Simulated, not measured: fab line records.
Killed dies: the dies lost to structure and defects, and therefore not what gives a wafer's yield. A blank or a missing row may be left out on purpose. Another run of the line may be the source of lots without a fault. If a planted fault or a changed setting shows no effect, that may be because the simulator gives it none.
The tool behind it: which one? / flow ritCmos / 14 lots, 42 wafers sampled, at 2 steps of a route of 202

WHAT THE GAUGES READ, wafer by wafer
Not one reading of a measure or inspect step in the record can be checked against a usual standard deviation.

WHICH TOOL RAN EACH LOT (tool, then ch and the chambers of the sampled wafers, then the start)
lot=L633; RIT_M1_SOFTBAKE_05=lithoTrack-02 ch 0, day 3 15:04; RIT_M1_PROBE_99=-
lot=L634; RIT_M1_SOFTBAKE_05=lithoTrack-04 ch 0, day 3 17:40; RIT_M1_PROBE_99=-
lot=L635; RIT_M1_SOFTBAKE_05=lithoTrack-02 ch 0, day 3 21:02; RIT_M1_PROBE_99=prober-02, day 4 01:41
lot=L637; RIT_M1_SOFTBAKE_05=lithoTrack-02 ch 0, day 4 07:25; RIT_M1_PROBE_99=prober-02, day 4 10:50
lot=L638; RIT_M1_SOFTBAKE_05=lithoTrack-03 ch 0, day 4 14:16; RIT_M1_PROBE_99=prober-01, day 4 17:32
lot=L640; RIT_M1_SOFTBAKE_05=lithoTrack-03 ch 0, day 5 02:34; RIT_M1_PROBE_99=prober-01, day 5 05:50
lot=L642; RIT_M1_SOFTBAKE_05=lithoTrack-02 ch 0, day 5 10:26; RIT_M1_PROBE_99=prober-01, day 5 14:29
lot=L643; RIT_M1_SOFTBAKE_05=lithoTrack-04 ch 0, day 5 15:39; RIT_M1_PROBE_99=prober-02, day 5 19:52
lot=L645; RIT_M1_SOFTBAKE_05=lithoTrack-04 ch 0, day 5 23:23; RIT_M1_PROBE_99=prober-02, day 6 03:31
lot=L648; RIT_M1_SOFTBAKE_05=lithoTrack-04 ch 0, day 6 12:50; RIT_M1_PROBE_99=-
lot=L651; RIT_M1_SOFTBAKE_05=lithoTrack-03 ch 0, day 7 03:58; RIT_M1_PROBE_99=-
lot=L653; RIT_M1_SOFTBAKE_05=lithoTrack-02 ch 0, day 7 15:28; RIT_M1_PROBE_99=-
lot=L654; RIT_M1_SOFTBAKE_05=lithoTrack-02 ch 0, day 7 19:20; RIT_M1_PROBE_99=-
lot=L655; RIT_M1_SOFTBAKE_05=lithoTrack-03 ch 0, day 8 00:20; RIT_M1_PROBE_99=-
- RIT_M1_SOFTBAKE_05: time 60 s.
- RIT_M1_PROBE_99

WHAT THE TOOLS THEMSELVES READ (means of the sampled wafers that have a number; where no wafer has one, the mark that the record gives instead)
RIT_M1_SOFTBAKE_05.
lot=L633; tool=lithoTrack-02; runLengthS (s)=89.12
lot=L634; tool=lithoTrack-04; runLengthS (s)=88.98
lot=L635; tool=lithoTrack-02; runLengthS (s)=89.08
lot=L637; tool=lithoTrack-02; runLengthS (s)=89.08
lot=L638; tool=lithoTrack-03; runLengthS (s)=89.40
lot=L640; tool=lithoTrack-03; runLengthS (s)=89.29
lot=L642; tool=lithoTrack-02; runLengthS (s)=89.07
lot=L643; tool=lithoTrack-04; runLengthS (s)=89.11
lot=L645; tool=lithoTrack-04; runLengthS (s)=100.17
lot=L648; tool=lithoTrack-04; runLengthS (s)=100.08
lot=L651; tool=lithoTrack-03; runLengthS (s)=89.43
lot=L653; tool=lithoTrack-02; runLengthS (s)=89.13
lot=L654; tool=lithoTrack-02; runLengthS (s)=89.04
lot=L655; tool=lithoTrack-03; runLengthS (s)=89.40

RIT_M1_PROBE_99.
lot=L635; tool=prober-02; defectLimitedYield (%)=97.3; killedAtContacts=0.3; killedAtFrontEnd=6.7; killedDies=7.0; killedOpen=5.0; killedShort=2.0; sort_bin_3_pad_short (%)=0.1; sort_bin_5_function (%)=1.5; sort_bin_6_memory (%)=1.0; sortNPass=257.0; sortYieldPct (%)=97.3
lot=L637; tool=prober-02; defectLimitedYield (%)=97.5; killedAtContacts=0.0; killedAtFrontEnd=6.7; killedDies=6.7; killedOpen=2.7; killedShort=4.0; sort_bin_3_pad_short (%)=0.1; sort_bin_5_function (%)=1.6; sort_bin_6_memory (%)=0.8; sortNPass=257.3; sortYieldPct (%)=97.5
lot=L638; tool=prober-01; defectLimitedYield (%)=98.3; killedAtContacts=0.0; killedAtFrontEnd=4.3; killedDies=4.3; killedOpen=2.0; killedShort=2.3; sort_bin_3_pad_short (%)=0.0; sort_bin_5_function (%)=1.1; sort_bin_6_memory (%)=0.5; sortNPass=259.7; sortYieldPct (%)=98.3
lot=L640; tool=prober-01; defectLimitedYield (%)=98.2; killedAtContacts=0.0; killedAtFrontEnd=4.7; killedDies=4.7; killedOpen=2.7; killedShort=2.0; sort_bin_3_pad_short (%)=0.1; sort_bin_5_function (%)=0.8; sort_bin_6_memory (%)=0.9; sortNPass=259.3; sortYieldPct (%)=98.2
lot=L642; tool=prober-01; defectLimitedYield (%)=96.8; killedAtContacts=0.0; killedAtFrontEnd=8.3; killedDies=8.3; killedOpen=2.0; killedShort=6.3; sort_bin_3_pad_short (%)=0.3; sort_bin_5_function (%)=1.9; sort_bin_6_memory (%)=1.0; sortNPass=255.7; sortYieldPct (%)=96.8
lot=L643; tool=prober-02; defectLimitedYield (%)=97.9; killedAtContacts=0.0; killedAtFrontEnd=5.7; killedDies=5.7; killedOpen=3.0; killedShort=2.7; sort_bin_3_pad_short (%)=0.3; sort_bin_5_function (%)=0.5; sort_bin_6_memory (%)=1.4; sortNPass=258.3; sortYieldPct (%)=97.9
lot=L645; tool=prober-02; defectLimitedYield (%)=96.5; killedAtContacts=0.0; killedAtFrontEnd=9.3; killedDies=9.3; killedOpen=4.7; killedShort=4.7; sort_bin_3_pad_short (%)=0.3; sort_bin_5_function (%)=2.0; sort_bin_6_memory (%)=1.2; sortNPass=254.7; sortYieldPct (%)=96.5

THE ANSWER, worked out from the rows above alone
Rule: what is usual is taken from the lots themselves. Put in order of their means at a reading, lots are off if they are a third of the lots or fewer, leave a main group of 4 or more, and stand apart from it by a gap of 3 or more times the standard deviation of the main group's means; of several such gaps the widest counts. If all means in a main group match to the digits the tables above print for the reading, that group is not used. A lot without any number at a reading at which 4 lots or more have one is off too. Any other lot the step has rows for is counted as sound. Order of review: gauges by route order, followed by the tools' own readings, for which a lot's mean as printed above is used. The first step at which some lot is off is used, and at that step the reading that is off furthest; a lot without a number counts as furthest.
Off, at RIT_M1_SOFTBAKE_05 on runLengthS: L645, L648. For the main group the mean is 89.18 s and the standard deviation 0.15.
A tool fits if, at that step or a process step before it, it ran every lot that is off, and no sound lot after the first of them. One candidate fits, namely lithoTrack-04 at RIT_M1_SOFTBAKE_05. A fault onset in the window from L643 (day 5 15:39, its last sound lot) to L645 (day 5 23:23, its first lot off) fits.
The tool's own readings at RIT_M1_SOFTBAKE_05 bear it out: on the lots that are off they differ by more than 5 times the standard deviation of the sound lots' means. runLengthS reads 100.12 s there against 89.18 s on the sound lots.

WHAT THE SIMULATOR HAD PUT IN
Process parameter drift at RIT_M1_SOFTBAKE_05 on lithoTrack-04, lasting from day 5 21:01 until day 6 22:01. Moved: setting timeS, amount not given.
Shown lots that were struck: L645, L648. Same finding as the rule above.
